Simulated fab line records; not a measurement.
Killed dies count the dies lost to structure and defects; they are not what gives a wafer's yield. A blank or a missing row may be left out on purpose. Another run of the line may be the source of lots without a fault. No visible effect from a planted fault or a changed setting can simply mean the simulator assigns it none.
Chamber matching + flow rit-cmos + rie-si-02 running RIT_GATE_ETCH_19: 4 sister chambers
The step etches poly-Si in SF6/CHF3/O2, stops on SiO2, time 165 s, target depth 312.5 nm. 4 wafers are shown with their chamber, then 8 later ones without.

## WAFERS WITH THEIR CHAMBER
| wafer  | chamber | drypump-motor-current-A (A) |
|--------|---------|-----------------------------|
| L537.4 | 1       | 6.4                         |
| L543.1 | 3       | 6.5                         |
| L543.6 | 0       | 5.8                         |
| L551.1 | 2       | 6.9                         |

## WAFERS WHOSE CHAMBER IS MISSING
| wafer  | drypump-motor-current-A (A) |
|--------|-----------------------------|
| L551.5 | 6.5                         |
| L551.6 | 6.9                         |
| L553.1 | 6.4                         |
| L553.3 | 5.7                         |
| L553.4 | 6.8                         |
| L555.2 | 6.5                         |
| L555.3 | 6.9                         |
| L555.5 | 6.9                         |

## CHAMBER TAKEN BY EACH
| wafer  | from the rows above     | in truth |
|--------|-------------------------|----------|
| L551.5 | can't be placed: 3 or 1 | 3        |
| L551.6 | 2                       | 2        |
| L553.1 | can't be placed: 1 or 3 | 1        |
| L553.3 | 0                       | 0        |
| L553.4 | 2                       | 2        |
| L555.2 | can't be placed: 3 or 1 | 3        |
| L555.3 | 2                       | 2        |
| L555.5 | 2                       | 2        |
Correctly placed: 5 of 8. Unplaceable from these rows: 3, with the true chamber sitting among the candidates in 3. Wrongly placed: 0.
How it was worked out, from the rows above alone: a wafer's distance from a chamber is the root of the sum, over the readings, of the square of ((its reading less the chamber's mean) divided by the reading's scatter). The wafer belongs to the nearest chamber; if the next one is less than 2 further off, it can't be placed. A chamber's mean is the mean of its shown wafers. The scatter: root of mean squared gap, hidden wafer to nearest shown wafer, with one shown wafer a chamber.
